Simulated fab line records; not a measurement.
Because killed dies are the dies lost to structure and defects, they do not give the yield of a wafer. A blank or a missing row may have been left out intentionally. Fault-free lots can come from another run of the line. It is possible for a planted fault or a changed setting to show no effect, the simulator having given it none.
Lot-split experiment | flow rit cmos | route with 202 steps; 5 lots, 23 wafers read

== ON THE SPLIT ==
At RIT_FOX2_OXIDATION_00 (target thk 350.7 nm, ox time 1130 s), the setting temp c was moved away from the recipe's 1100 C on 20 of the 23 wafers read, by -2.3% to +1.6%. This setting was run at the recipe's value on the other wafers.

Reading taken at the split's own step.

== THE READING ==
SiO2_of_FOX2_OXIDATION_00.thk nm (the simulator's own value, which no gauge read), in nm, at RIT_FOX2_OXIDATION_00 (target thk 350.7 nm, ox time 1130 s). The file gives no usual value for it. The 3 wafers here that ran the recipe average 343.9 nm, standard deviation 1.9 nm.

wafer  | tool, chamber at the split | temp c as run, C | against the recipe | SiO2_of_FOX2_OXIDATION_00.thk nm, nm | against lot-mates on the recipe
L078.1 | furnace-01, 0              | 1100             | recipe             | 346                                  | -
L078.5 | furnace-01, 0              | 1100             | recipe             | 344.3                                | -
L078.6 | furnace-01, 0              | 1100             | recipe             | 341.3                                | -
L079.1 | -, -                       | 1113             | +1.2%              | 361.2                                | no lot-mate on the recipe
L079.3 | -, -                       | 1113             | +1.2%              | 355.6                                | no lot-mate on the recipe
L079.4 | -, -                       | 1113             | +1.2%              | 353.9                                | no lot-mate on the recipe
L079.5 | -, -                       | 1113             | +1.2%              | 359.7                                | no lot-mate on the recipe
L079.6 | -, -                       | 1113             | +1.2%              | 354                                  | no lot-mate on the recipe
L081.1 | -, -                       | 1112             | +1.1%              | 375.4                                | no lot-mate on the recipe
L081.2 | -, -                       | 1112             | +1.1%              | 372.1                                | no lot-mate on the recipe
L081.3 | -, -                       | 1112             | +1.1%              | 379.5                                | no lot-mate on the recipe
L081.5 | -, -                       | 1112             | +1.1%              | 376.4                                | no lot-mate on the recipe
L081.6 | -, -                       | 1112             | +1.1%              | 373.5                                | no lot-mate on the recipe
L083.1 | -, -                       | 1118             | +1.6%              | 364.9                                | no lot-mate on the recipe
L083.2 | -, -                       | 1118             | +1.6%              | 372.1                                | no lot-mate on the recipe
L083.4 | -, -                       | 1118             | +1.6%              | 371                                  | no lot-mate on the recipe
L083.5 | -, -                       | 1118             | +1.6%              | 370.5                                | no lot-mate on the recipe
L083.6 | -, -                       | 1118             | +1.6%              | 376.7                                | no lot-mate on the recipe
L085.1 | -, -                       | 1075             | -2.3%              | 307.8                                | no lot-mate on the recipe
L085.2 | -, -                       | 1075             | -2.3%              | 315.2                                | no lot-mate on the recipe
L085.3 | -, -                       | 1075             | -2.3%              | 314.9                                | no lot-mate on the recipe
L085.4 | -, -                       | 1075             | -2.3%              | 311.6                                | no lot-mate on the recipe
L085.5 | -, -                       | 1075             | -2.3%              | 316.7                                | no lot-mate on the recipe

THE FIT
A straight line over all 23 wafers: SiO2_of_FOX2_OXIDATION_00.thk nm changes by +15.2 nm for each +1% of temp c; r = +0.95; the points scatter about the line by 7.8 nm.
Too few moved wafers have a lot-mate on the recipe to fit a line with each lot's own level taken away.

== THE FILE'S OWN FIT ==
SiO2_of_FOX2_OXIDATION_00.thk nm changes by +15.2 nm for each +1% of temp c, r = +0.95.
